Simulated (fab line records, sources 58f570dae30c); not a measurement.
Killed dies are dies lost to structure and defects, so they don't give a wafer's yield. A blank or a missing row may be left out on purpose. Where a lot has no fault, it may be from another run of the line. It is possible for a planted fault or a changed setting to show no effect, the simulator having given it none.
What tool caused it?	flow berkeleyCmos170	Sampling: 13 lots, 39 wafers, 3 of 331 route steps

WHAT THE GAUGES SHOWED, per wafer
UCB170_M1_RS_MEAS_01: measures by four-point-probe. Usual: for M1_AL_RS the level is 0.0487 ohm/sq and the standard deviation is 0.00053.
lot	measured	on	M1_AL_RS (ohm/sq)	flag
L264	day 8 19:20	filmMetro-03	0.0492 0.0485 0.0500	
L263	day 8 19:49	filmMetro-01	0.0489 0.0490 0.0492	
L265	day 8 21:22	filmMetro-03	0.0485 0.0487 0.0484	
L262	day 8 21:40	filmMetro-04	0.0477 0.0479 0.0484	
L266	day 9 17:34	filmMetro-03	0.0485 0.0486 0.0488	
L267	day 9 17:43	filmMetro-01	0.0489 0.0489 0.0489	
L277	day 12 01:33	filmMetro-01	0.0639 0.0490 0.0635	OFF
L278	day 12 08:04	filmMetro-03	0.0495 0.0489 0.0488	
L279	day 12 16:34	filmMetro-03	0.0481 0.0482 0.0484	
L283	day 13 05:30	filmMetro-04	0.0496 0.0493 0.0493	
L285	day 13 06:13	filmMetro-03	0.0486 0.0488 0.0487	
L282	day 13 06:46	filmMetro-01	0.0491 0.0489 0.0499	
L284	day 13 12:50	filmMetro-01	0.0485 0.0480 0.0484	

UCB170_M1_THK_MEAS_02: measures by xrf. Usual: for M1_AL_THK the level is 596 nm and the standard deviation is 6.6.
lot	measured	on	M1_AL_THK (nm)	flag
L264	day 8 19:27	filmMetro-03	591 597 584	
L263	day 8 19:56	filmMetro-01	593 591 589	
L265	day 8 21:29	filmMetro-03	598 598 600	
L262	day 8 21:46	filmMetro-04	608 605 602	
L266	day 9 17:41	filmMetro-03	597 594 591	
L267	day 9 17:50	filmMetro-01	597 597 598	
L277	day 12 01:40	filmMetro-01	458 593 464	OFF
L278	day 12 08:11	filmMetro-03	583 591 594	
L279	day 12 16:41	filmMetro-03	598 599 598	
L283	day 13 05:37	filmMetro-04	582 587 589	
L285	day 13 06:20	filmMetro-03	596 592 596	
L282	day 13 06:52	filmMetro-01	591 597 582	
L284	day 13 12:55	filmMetro-01	599 606 603	

WHAT TOOL EACH LOT RAN ON (gives the tool, then ch and the chambers of the sampled wafers, and finally the start)
lot	UCB170_M1_SPUTTER_00
L264	pvdSputter-04, day 8 19:16
L263	pvdSputter-02, day 8 19:44
L265	pvdSputter-04, day 8 21:18
L262	pvdSputter-02, day 8 21:35
L266	pvdSputter-02, day 9 17:31
L267	pvdSputter-04, day 9 17:39
L277	pvdSputter-02, day 12 01:28
L278	pvdSputter-01, day 12 07:59
L279	pvdSputter-01, day 12 16:30
L283	pvdSputter-04, day 13 05:26
L285	pvdSputter-01, day 13 06:09
L282	pvdSputter-04, day 13 06:40
L284	pvdSputter-01, day 13 12:43
- UCB170_M1_SPUTTER_00: material Al, target thk 600 nm, time 80 s.

WHAT THE TOOLS THEMSELVES READ (means of the sampled wafers that have a number; where no wafer has one, the mark that the record gives instead)
UCB170_M1_SPUTTER_00. Usual: throttleValvePct reads 30.1 % (standard deviation 0.68).
lot	tool	throttleValvePct (%)	flag
L264	pvdSputter-04	30.1	
L263	pvdSputter-02	30.1	
L265	pvdSputter-04	30.2	
L262	pvdSputter-02	29.8	
L266	pvdSputter-02	30.2	
L267	pvdSputter-04	30.5	
L277	pvdSputter-02	29.8	
L278	pvdSputter-01	30.2	
L279	pvdSputter-01	30.5	
L283	pvdSputter-04	29.9	
L285	pvdSputter-01	30.6	
L282	pvdSputter-04	30.6	
L284	pvdSputter-01	31.0	

THE ANSWER, worked out from the rows above alone
Rule: a lot counts as off when the mean over its wafers that have a number is more than 3 standard deviations away from the usual mean. Also off: a lot with no number at a reading for which 4 or more lots have one. The other lots that the step has rows for count as sound. After the gauges, taken in route order, come the tools' own readings; for these a lot's mean is taken, as printed above. At the first step where some lot is off, the reading lying furthest off is the one used; lots without a number count as furthest.
Off: L277, seen at UCB170_M1_RS_MEAS_01 (M1_AL_RS).
A tool fits if, at a process step before that reading, it ran every lot that is off, and no sound lot after the first of them. The gauges at UCB170_M1_RS_MEAS_01 are tried like those tools. One candidate fits, namely pvdSputter-02 at UCB170_M1_SPUTTER_00. Its last sound lot is L266 (day 9 17:31), its first lot that is off L277 (day 12 01:28): a fault that began between those two fits.

WHAT THE SIMULATOR PUT IN
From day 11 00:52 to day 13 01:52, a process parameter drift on pvdSputter-02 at UCB170_M1_SPUTTER_00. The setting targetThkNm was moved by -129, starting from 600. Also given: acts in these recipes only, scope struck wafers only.
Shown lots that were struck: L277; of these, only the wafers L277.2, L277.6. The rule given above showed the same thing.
